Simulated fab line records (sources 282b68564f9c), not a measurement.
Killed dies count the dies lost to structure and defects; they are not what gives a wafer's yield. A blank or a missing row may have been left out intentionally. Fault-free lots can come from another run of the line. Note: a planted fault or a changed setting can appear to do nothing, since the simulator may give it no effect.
Comparing a struck lot with a sound one / flow ritCmos / 44 steps out of a route of 202
Sound: wafers L481.1, L481.3, L481.4. The struck wafers were L497.2, L497.5, L497.6. The cause comes at the end.
Each step with rows lists, per side, the tool, then ch with its chambers, then its first start. Under that, the readings that differ: sound wafers / struck wafers / difference of the means / sigmas: that difference in standard deviations of wafers without a fault.
alike: readings whose means differ by less than 2 such deviations, and words and numbers that are the same on both sides. not compared: withheld readings, readings that some wafer has no value for, bounds like >300 that may hide the same value, and numbers for which the record gives no deviation and whose values overlap.
The two part at a step that has a row with sigmas, a row that says differs or no value, or rows on one side only. Numbers that don't overlap but have no deviation are shown without sigmas and don't part them. Lack of a reading on every wafer of one side parts them only where that side has two or more wafers.

first, 3 steps without rows for these wafers: RIT_REOX_CLEAN_01 (cleans in dHF, time 30 s); RIT_REOX_CLEAN_02 (cleans in SC2, time 600 s); RIT_REOX_OXIDATION_03 (target thk 25.2 nm, ox time 5580 s).
RIT_REOX_THK_MEAS_04:
  sound on filmMetro-02 at day 3 17:07; struck on filmMetro-04 at day 7 01:33
reading=REOX_OXIDE_THK (nm); sound=25.4 25.5 25.8; struck=24.0 24.2 24.0; difference=-1.5; sigmas=-3
then, 6 steps without rows for these wafers: RIT_NLDD_HMDS_00 (prime time 60 s); RIT_NLDD_COAT_01 (resist thk 1000 nm); RIT_NLDD_SOFTBAKE_02 (time 60 s); RIT_NLDD_EXPOSE_03 (exposes mask M7, target cd 40700 nm); RIT_NLDD_PEB_04; RIT_NLDD_DEVELOP_05 (develop time 50 s).
RIT_NLDD_OVL_MEAS_06:
  sound on overlay-01 at day 3 18:04; struck on overlay-02 at day 7 02:35
  alike: NLDD_OVL
then, 1 step without rows for these wafers: RIT_NLDD_HARDBAKE_07 (time 60 s).
RIT_NLDD_IMPLANT_08:
  sound on implanter-04 ch 0, day 3 18:31; struck on implanter-04 ch 0, day 7 02:47
  alike: doseIonsCm2
RIT_NLDD_STRIP_09: strips in O2, time 180 s.
  sound on plasmaAsher-02 ch 0,1, day 3 18:40; struck on plasmaAsher-02 ch 0,1, day 7 02:55
  alike: drypumpMotorCurrentA
  not compared: rfHoursCounterH
RIT_NLDD_TW_MEAS_10:
  sound on filmMetro-01 at day 3 18:50; struck on filmMetro-01 at day 7 03:05
  alike: NLDD_TW
then, 6 steps without rows for these wafers: RIT_PLDD_HMDS_00 (prime time 60 s); RIT_PLDD_COAT_01 (resist thk 1000 nm); RIT_PLDD_SOFTBAKE_02 (time 60 s); RIT_PLDD_EXPOSE_03 (exposes mask M8, target cd 40900 nm); RIT_PLDD_PEB_04; RIT_PLDD_DEVELOP_05 (develop time 50 s).
RIT_PLDD_OVL_MEAS_06:
  sound on overlay-01 at day 3 19:44; struck on overlay-01 at day 7 04:08
  alike: PLDD_OVL
then, 2 steps without rows for these wafers: RIT_PLDD_HARDBAKE_07 (time 60 s); RIT_PLDD_IMPLANT_08.
RIT_PLDD_STRIP_09: strips in O2, time 180 s.
  sound on plasmaAsher-01 ch 0,1, day 3 20:05; struck on plasmaAsher-01 ch 0,1, day 7 04:28
  alike: drypumpMotorCurrentA
  not compared: rfHoursCounterH
RIT_PLDD_TW_MEAS_10:
  sound on filmMetro-03 at day 3 20:15; struck on filmMetro-03 at day 7 04:38
  alike: PLDD_TW
then, 4 steps without rows for these wafers: RIT_SPACER_CLEAN_00 (cleans in SC1, time 600 s); RIT_SPACER_CLEAN_01 (cleans in dHF, time 30 s); RIT_SPACER_CLEAN_02 (cleans in SC2, time 600 s); RIT_SPACER_CVD_03 (deposits Si3N4 from SiH2Cl2/NH3, target thk 250 nm, time 3300 s).
RIT_SPACER_THK_MEAS_04:
  sound on filmMetro-04 at day 3 22:36; struck on filmMetro-04 at day 7 07:01
  alike: SPACER_NITRIDE_THK
RIT_SPACER_ETCHBACK_05: etches Si3N4 in SF6/CHF3, stops on SiO2, target depth 250 nm, time 240 s.
  sound on rieDiel-01 ch 1,3, day 3 22:40; struck on rieDiel-01 ch 0,2,3, day 7 07:04
  alike: drypumpMotorCurrentA, oesProductAu, rfFwdPowerW, throttleValvePct
  not compared: rfHoursCounterH
then, 6 steps without rows for these wafers: RIT_NSD_HMDS_00 (prime time 60 s); RIT_NSD_COAT_01 (resist thk 1000 nm); RIT_NSD_SOFTBAKE_02 (time 60 s); RIT_NSD_EXPOSE_03 (exposes mask M9, target cd 40700 nm); RIT_NSD_PEB_04; RIT_NSD_DEVELOP_05 (develop time 50 s).
RIT_NSD_OVL_MEAS_06:
  sound on overlay-01 at day 3 23:40; struck on overlay-02 at day 7 08:11
  alike: NSD_OVL
then, 2 steps without rows for these wafers: RIT_NSD_HARDBAKE_07 (time 60 s); RIT_NSD_IMPLANT_08.
RIT_NSD_STRIP_09: strips in O2, time 180 s.
  sound on plasmaAsher-03 ch 0,1, day 4 00:13; struck on plasmaAsher-03 ch 0,1, day 7 08:31
  alike: drypumpMotorCurrentA
  not compared: rfHoursCounterH
RIT_SDANNEAL_RS_MEAS_07: measurement is done with a four-point probe.
  sound on filmMetro-04 at day 4 02:42; struck on filmMetro-01 at day 7 11:13
reading=NLDD_RS (ohm/sq); sound=151.2 151.3 151.5; struck=157.9 157.4 157.5; difference=+6.3; sigmas=+10
RIT_M1_PROBE_99:
  sound on prober-02 at day 4 09:35; struck on prober-02 at day 7 18:16
reading=model.etest.nldd.rsOhmSqRange; sound=4.832 5.651 7.749; struck=140.2 139 132.4; difference=+131.1; sigmas=
reading=model.etest.nmos_0p15.driveUaUmRange; sound=7.211 12.89 9.813; struck=52.09 56.63 57.44; difference=+45.42; sigmas=
reading=model.etest.nmos_0p15.vtVRange; sound=0.008443 0.005606 0.008508; struck=0.02048 0.01947 0.01867; difference=+0.01202; sigmas=
  alike: killedAtContacts, killedAtFrontEnd, killedDies, killedOpen, killedShort

## WHERE THEY PART
Last at RIT_SDANNEAL_RS_MEAS_07 as far as this record goes, first at RIT_REOX_THK_MEAS_04. Later steps at which nothing parts them and some readings are alike: RIT_M1_PROBE_99.

WHY: the cause the simulator had injected
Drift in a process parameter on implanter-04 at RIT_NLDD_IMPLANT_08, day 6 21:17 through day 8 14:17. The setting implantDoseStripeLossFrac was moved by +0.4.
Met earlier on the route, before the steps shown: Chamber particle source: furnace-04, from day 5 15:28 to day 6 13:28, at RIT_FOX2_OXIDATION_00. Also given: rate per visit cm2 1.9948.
